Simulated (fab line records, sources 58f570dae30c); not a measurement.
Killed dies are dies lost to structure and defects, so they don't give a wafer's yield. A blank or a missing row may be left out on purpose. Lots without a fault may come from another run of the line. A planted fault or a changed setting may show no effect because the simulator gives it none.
Which tool did it? | flow berkeley_cmos170 | 13 lots, 37 wafers sampled, at 5 steps of a route of 331

WHAT THE GAUGES READ, wafer by wafer
UCB170_M1_RS_MEAS_01: measures by four-point-probe.
lot  | measured     | on            | M1_AL_RS (ohm/sq)
L460 | day 7 07:07  | film_metro-02 | 0.0481 0.0486 0.0482
L459 | day 7 09:00  | film_metro-01 | 0.0485 0.0482 0.0477
L462 | day 8 04:12  | film_metro-01 | 0.0485 0.0487 0.0484
L463 | day 8 04:14  | film_metro-04 | 0.0476 0.0481 0.0480
L465 | day 8 23:30  | film_metro-01 | 0.0480 0.0481 0.0485
L466 | day 8 23:48  | film_metro-01 | 0.0480 0.0482 0.0482
L467 | day 9 02:29  | film_metro-02 | 0.0481 0.0477 0.0480
L470 | day 10 02:34 | film_metro-02 | 0.0491 0.0486 0.0493
L473 | day 10 02:34 | film_metro-01 | 0.0480 0.0482 0.0477
L474 | day 10 11:13 | film_metro-04 | 0.0487 0.0487 0.0481
L481 | day 11 10:14 | film_metro-01 | 0.0486 0.0484 0.0483
L482 | day 11 12:12 | film_metro-01 | 0.0478 0.0476 0.0477
L480 | day 11 12:32 | film_metro-04 | 0.1086 0.1086

UCB170_M1_THK_MEAS_02: measures by xrf.
lot  | measured     | on            | M1_AL_THK (nm)
L460 | day 7 07:14  | film_metro-02 | 608 599 607
L459 | day 7 09:07  | film_metro-01 | 602 604 611
L462 | day 8 04:19  | film_metro-01 | 596 595 596
L463 | day 8 04:20  | film_metro-04 | 607 602 610
L465 | day 8 23:37  | film_metro-01 | 602 600 597
L466 | day 8 23:55  | film_metro-01 | 606 601 602
L467 | day 9 02:36  | film_metro-02 | 606 613 607
L470 | day 10 02:41 | film_metro-02 | 592 599 595
L473 | day 10 02:41 | film_metro-01 | 601 601 604
L474 | day 10 11:20 | film_metro-04 | 597 600 609
L481 | day 11 10:22 | film_metro-01 | 599 603 600
L482 | day 11 12:19 | film_metro-01 | 605 607 605
L480 | day 11 18:09 | film_metro-04 | 273 275

UCB170_M1_CD_MEAS_09: target cd 700 nm.
lot  | measured     | on        | cd_nm (nm)
L460 | day 7 08:30  | cd_sem-02 | 697.4 698.7 697.5
L459 | day 7 11:00  | cd_sem-01 | 698.9 699.2 699.6
L462 | day 8 05:40  | cd_sem-02 | 699.6 701.2 698.7
L463 | day 8 05:58  | cd_sem-02 | 696.8 695.8 698.5
L465 | day 9 00:34  | cd_sem-01 | 699.7 698.7 700.0
L466 | day 9 01:09  | cd_sem-01 | 699.3 698.4 698.1
L467 | day 9 03:44  | cd_sem-02 | 700.2 700.4 698.9
L470 | day 10 04:02 | cd_sem-01 | 699.1 698.9 699.3
L473 | day 10 03:46 | cd_sem-01 | 700.1 700.5 700.8
L474 | day 10 12:43 | cd_sem-01 | 700.5 698.3 698.8
L481 | day 11 11:52 | cd_sem-02 | 696.4 697.1 697.3
L482 | day 11 14:25 | cd_sem-01 | 701.4 700.2 700.9
L480 | day 11 22:14 | cd_sem-02 | 699.5

WHICH TOOL RAN EACH LOT (tool, then ch and the chambers of the sampled wafers, then the start)
lot  | UCB170_CONTACT_STRIP_06              | UCB170_M1_SPUTTER_00
L460 | plasma_asher-02 ch 0, day 7 05:02    | pvd_sputter-03, day 7 07:03
L459 | plasma_asher-04 ch 0,1, day 7 06:49  | pvd_sputter-03, day 7 08:56
L462 | plasma_asher-01 ch 0,1, day 8 01:38  | pvd_sputter-04, day 8 04:08
L463 | plasma_asher-02 ch 0,1, day 8 01:44  | pvd_sputter-03, day 8 04:08
L465 | plasma_asher-01 ch 0,1, day 8 21:25  | pvd_sputter-03, day 8 23:26
L466 | plasma_asher-04 ch 0,1, day 8 21:30  | pvd_sputter-01, day 8 23:43
L467 | plasma_asher-01 ch 1, day 9 00:00    | pvd_sputter-01, day 9 02:25
L470 | plasma_asher-02 ch 0,1, day 9 19:40  | pvd_sputter-04, day 10 02:30
L473 | plasma_asher-02 ch 0,1, day 9 21:08  | pvd_sputter-01, day 10 02:30
L474 | plasma_asher-01 ch 0,1, day 10 08:53 | pvd_sputter-04, day 10 11:09
L481 | plasma_asher-04 ch 0,1, day 11 07:43 | pvd_sputter-01, day 11 10:11
L482 | plasma_asher-02 ch 0,1, day 11 09:29 | pvd_sputter-04, day 11 12:07
L480 | plasma_asher-01 ch 0, day 11 09:32   | pvd_sputter-03, day 11 12:26
- UCB170_CONTACT_STRIP_06: strips in O2.
- UCB170_M1_SPUTTER_00: material Al, target thk 600 nm, time 80 s.

WHAT THE TOOLS THEMSELVES READ (means of the sampled wafers that have a number; where no wafer has one, the mark that the record gives instead)
UCB170_CONTACT_STRIP_06.
lot  | tool            | drypump_motor_current_A (A) | oes_product_au (a.u.) | strip_time_to_endpoint_s (s)
L460 | plasma_asher-02 | 6.1                         | 0.737                 | 21.95
L459 | plasma_asher-04 | 5.4                         | 0.733                 | 21.84
L462 | plasma_asher-01 | 6.0                         | 0.736                 | 21.90
L463 | plasma_asher-02 | 6.0                         | 0.737                 | 21.91
L465 | plasma_asher-01 | 6.0                         | 0.731                 | 21.93
L466 | plasma_asher-04 | 5.3                         | 0.732                 | 21.86
L467 | plasma_asher-01 | 5.8                         | 0.734                 | 21.96
L470 | plasma_asher-02 | 6.0                         | 0.732                 | 21.92
L473 | plasma_asher-02 | 5.9                         | 0.733                 | 21.97
L474 | plasma_asher-01 | 6.1                         | 0.732                 | 21.88
L481 | plasma_asher-04 | 5.4                         | 0.736                 | 21.92
L482 | plasma_asher-02 | 5.9                         | 0.736                 | 21.92
L480 | plasma_asher-01 | 6.3                         | 0.727                 | 21.94

UCB170_M1_SPUTTER_00.
lot  | tool           | throttle_valve_pct (%)
L460 | pvd_sputter-03 | 29.9
L459 | pvd_sputter-03 | 29.9
L462 | pvd_sputter-04 | 30.0
L463 | pvd_sputter-03 | 30.3
L465 | pvd_sputter-03 | 30.4
L466 | pvd_sputter-01 | 30.1
L467 | pvd_sputter-01 | 29.6
L470 | pvd_sputter-04 | 29.4
L473 | pvd_sputter-01 | 29.0
L474 | pvd_sputter-04 | 29.6
L481 | pvd_sputter-01 | 29.7
L482 | pvd_sputter-04 | 29.4
L480 | pvd_sputter-03 | 29.0

THE ANSWER, worked out from the rows above alone
Rule: what is usual is taken from the lots themselves. Put in order of their means at a reading, lots are off if they are a third of the lots or fewer, leave a main group of 4 or more, and stand apart from it by a gap of 3 or more times the standard deviation of the main group's means; of several such gaps the widest counts. A main group whose means are all the same, to the digits that the tables above print for the reading, isn't used. A lot without any number at a reading at which 4 lots or more have one is off too. The other lots that the step has rows for count as sound. The gauges are gone through in route order, then the tools' own readings, and for those a lot's mean is taken as printed above. The first step at which some lot is off is used, and at that step the reading that is off furthest; a lot without a number counts as furthest.
Off: L480, at UCB170_M1_RS_MEAS_01 (M1_AL_RS). The main group: mean 0.0482 ohm/sq, standard deviation 0.00034.
A tool fits if, at a process step before that reading, it ran every lot that is off, and no sound lot after the first of them. The gauges at UCB170_M1_RS_MEAS_01 are tried like those tools. Can't be told from this: 3 tools fit, plasma_asher-01 at UCB170_CONTACT_STRIP_06, pvd_sputter-03 at UCB170_M1_SPUTTER_00, film_metro-04 at UCB170_M1_RS_MEAS_01.

WHAT THE SIMULATOR HAD PUT IN
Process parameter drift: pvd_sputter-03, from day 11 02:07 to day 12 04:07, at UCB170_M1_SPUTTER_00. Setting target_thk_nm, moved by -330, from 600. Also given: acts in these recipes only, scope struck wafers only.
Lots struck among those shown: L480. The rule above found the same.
